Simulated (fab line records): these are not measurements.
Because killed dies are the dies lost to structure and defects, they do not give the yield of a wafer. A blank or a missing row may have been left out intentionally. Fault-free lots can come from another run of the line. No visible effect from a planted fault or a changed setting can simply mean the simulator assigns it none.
Commonality check across tools | flow berkeley cmos170 | Sampled: 13 lots, 39 wafers

## WHY IT WAS OPENED
1 of 13 lots carry a flag on the reading NSD_TW at UCB170_NSD_TW_MEAS_10. Wafers without a fault read 4176, standard deviation 29.
Rule: a lot is flagged when every wafer of it that has a number lies more than 4 standard deviations from that mean, or none has a number. The other lots count as sound.

lot  | measured     | on            | NSD_TW, wafer by wafer | flag
L286 | day 6 19:16  | film metro-01 | 4182 4153 4170         |
L287 | day 6 19:48  | film metro-03 | 4167 4177 4149         |
L289 | day 7 03:41  | film metro-02 | 4194 4202 4193         |
L290 | day 7 13:32  | film metro-03 | 4158 4180 4162         |
L293 | day 7 20:34  | film metro-01 | 30 30 30               | FLAGGED
L299 | day 9 15:24  | film metro-02 | 4228 4225 4203         |
L301 | day 9 19:24  | film metro-02 | 4187 4200 4216         |
L302 | day 10 03:04 | film metro-01 | 4169 4155 4147         |
L303 | day 10 03:27 | film metro-01 | 4162 4182 4163         |
L305 | day 10 08:34 | film metro-02 | 4201 4198 4169         |
L304 | day 10 08:53 | film metro-01 | 4145 4155 4141         |
L308 | day 11 00:37 | film metro-02 | 4206 4212 4205         |
L309 | day 11 05:37 | film metro-01 | 4137 4151 4148         |
On average the flagged lots read 30, which is -4146 against the usual, or -99 or more standard deviations.

## EACH LOT AND THE TOOL IT RAN ON
4 process steps preceding the reading are held in the record, out of 331 steps in the route. Read each cell as the tool, then ch plus the chambers that the sampled wafers visited, then the start.
lot  | flag    | UCB170_PLDD_STRIP_10                 | UCB170_SPACER_ETCHBACK_03          | UCB170_PSD_STRIP_09                  | UCB170_NSD_STRIP_09
L286 |         | plasma asher-02 ch 0,1, day 6 07:54  | rie diel-02 ch 0,2,3, day 6 15:30  | plasma asher-01 ch 0,1, day 6 16:53  | plasma asher-03 ch 0,1, day 6 19:11
L287 |         | plasma asher-03 ch 0,1, day 6 08:20  | rie diel-01 ch 0,3, day 6 15:30    | plasma asher-04 ch 0,1, day 6 17:22  | plasma asher-03 ch 0,1, day 6 19:41
L289 |         | plasma asher-02 ch 0,1, day 6 17:47  | rie diel-01 ch 1,3, day 7 00:02    | plasma asher-02 ch 0,1, day 7 01:16  | plasma asher-03 ch 0,1, day 7 03:35
L290 |         | plasma asher-03 ch 0,1, day 7 01:58  | rie diel-01 ch 0,1,3, day 7 10:04  | plasma asher-02 ch 0,1, day 7 11:49  | plasma asher-04 ch 0,1, day 7 13:26
L293 | FLAGGED | plasma asher-02 ch 0,1, day 7 09:11  | rie diel-02 ch 0,1,2, day 7 16:03  | plasma asher-02 ch 0,1, day 7 17:17  | plasma asher-04 ch 0,1, day 7 20:28
L299 |         | plasma asher-02 ch 0,1, day 9 04:21  | rie diel-01 ch 0,2,3, day 9 11:31  | plasma asher-04 ch 0,1, day 9 13:03  | plasma asher-01 ch 0,1, day 9 15:18
L301 |         | plasma asher-01 ch 0,1, day 9 08:54  | rie diel-01 ch 0,1,2, day 9 15:40  | plasma asher-01 ch 0,1, day 9 17:21  | plasma asher-03 ch 0,1, day 9 19:18
L302 |         | plasma asher-01 ch 0,1, day 9 18:06  | rie diel-01 ch 0,1,3, day 10 00:05 | plasma asher-01 ch 0,1, day 10 01:25 | plasma asher-01 ch 0,1, day 10 02:58
L303 |         | plasma asher-03 ch 0,1, day 9 17:52  | rie diel-02 ch 0,1, day 10 00:05   | plasma asher-02 ch 0,1, day 10 01:40 | plasma asher-03 ch 0,1, day 10 03:21
L305 |         | plasma asher-01 ch 0,1, day 9 22:37  | rie diel-01 ch 0,2,3, day 10 05:32 | plasma asher-04 ch 0,1, day 10 06:58 | plasma asher-03 ch 0,1, day 10 08:28
L304 |         | plasma asher-03 ch 0,1, day 9 22:47  | rie diel-02 ch 0,1,3, day 10 05:32 | plasma asher-02 ch 0,1, day 10 07:05 | plasma asher-04 ch 0,1, day 10 08:47
L308 |         | plasma asher-02 ch 0,1, day 10 13:58 | rie diel-02 ch 0,1,2, day 10 20:44 | plasma asher-04 ch 0,1, day 10 22:28 | plasma asher-04 ch 0,1, day 11 00:31
L309 |         | plasma asher-01 ch 0,1, day 10 20:30 | rie diel-01 ch 0,3, day 11 02:06   | plasma asher-04 ch 0,1, day 11 03:31 | plasma asher-01 ch 0,1, day 11 05:31
What these steps do:
- UCB170_PLDD_STRIP_10: strips in O2.
- UCB170_SPACER_ETCHBACK_03: etches SiO2 in CHF3/CF4/Ar, stops on Si, target depth 376 nm, time 100 s.
- UCB170_PSD_STRIP_09: strips in O2.
- UCB170_NSD_STRIP_09: strips in O2.
- UCB170_NSD_TW_MEAS_10

## FLAGGED OVER TOTAL, TOOL BY TOOL (the gauges that took the reading come last)
step                      | tool            | lots run | flagged | share of the flagged lots | sound lots run after its first flagged lot
UCB170_PLDD_STRIP_10      | plasma asher-01 | 4        | 0       | none                      | -
UCB170_PLDD_STRIP_10      | plasma asher-02 | 5        | 1       | all                       | 2 (L299,L308)
UCB170_PLDD_STRIP_10      | plasma asher-03 | 4        | 0       | none                      | -
UCB170_SPACER_ETCHBACK_03 | rie diel-01     | 8        | 0       | none                      | -
UCB170_SPACER_ETCHBACK_03 | rie diel-02     | 5        | 1       | all                       | 3 (L303,L304,L308)
UCB170_PSD_STRIP_09       | plasma asher-01 | 3        | 0       | none                      | -
UCB170_PSD_STRIP_09       | plasma asher-02 | 5        | 1       | all                       | 2 (L303,L304)
UCB170_PSD_STRIP_09       | plasma asher-04 | 5        | 0       | none                      | -
UCB170_NSD_STRIP_09       | plasma asher-01 | 3        | 0       | none                      | -
UCB170_NSD_STRIP_09       | plasma asher-03 | 6        | 0       | none                      | -
UCB170_NSD_STRIP_09       | plasma asher-04 | 4        | 1       | all                       | 2 (L304,L308)
UCB170_NSD_TW_MEAS_10     | film metro-01   | 6        | 1       | all                       | 4 (L302,L303,L304,L309)
UCB170_NSD_TW_MEAS_10     | film metro-02   | 5        | 0       | none                      | -
UCB170_NSD_TW_MEAS_10     | film metro-03   | 2        | 0       | none                      | -

## THE TABLE: WHAT IT ALLOWS
5 rows of the table ran every flagged lot: plasma asher-02 at UCB170_PLDD_STRIP_10, rie diel-02 at UCB170_SPACER_ETCHBACK_03, plasma asher-02 at UCB170_PSD_STRIP_09, plasma asher-04 at UCB170_NSD_STRIP_09, film metro-01 at UCB170_NSD_TW_MEAS_10.
- plasma asher-02 at UCB170_PLDD_STRIP_10 ran 5 lots, 1 of them flagged. After the first flagged lot (L299, L308), sound lots still ran on it; a lasting fault on the whole tool would not permit that.
- rie diel-02 at UCB170_SPACER_ETCHBACK_03 ran 5 lots, 1 of them flagged. After the first flagged lot (L303, L304, L308), sound lots still ran on it; a lasting fault on the whole tool would not permit that.
- plasma asher-02 at UCB170_PSD_STRIP_09 ran 5 lots, 1 of them flagged. After the first flagged lot (L303, L304), sound lots still ran on it; a lasting fault on the whole tool would not permit that. Its own readings (oes product au) fall more than 4 standard deviations out on all wafers of the flagged lots.
- plasma asher-04 at UCB170_NSD_STRIP_09 ran 4 lots, 1 of them flagged. After the first flagged lot (L304, L308), sound lots still ran on it; a lasting fault on the whole tool would not permit that. Its own readings (oes product au, strip time to endpoint s) fall more than 4 standard deviations out on all wafers of the flagged lots.
- film metro-01 at UCB170_NSD_TW_MEAS_10 ran 6 lots, 1 of them flagged. After the first flagged lot (L302, L303, L304, L309), sound lots still ran on it; a lasting fault on the whole tool would not permit that.
No row of the table ran every flagged lot and no sound lot after the first.

## WHAT WAS PUT IN BY THE SIMULATOR
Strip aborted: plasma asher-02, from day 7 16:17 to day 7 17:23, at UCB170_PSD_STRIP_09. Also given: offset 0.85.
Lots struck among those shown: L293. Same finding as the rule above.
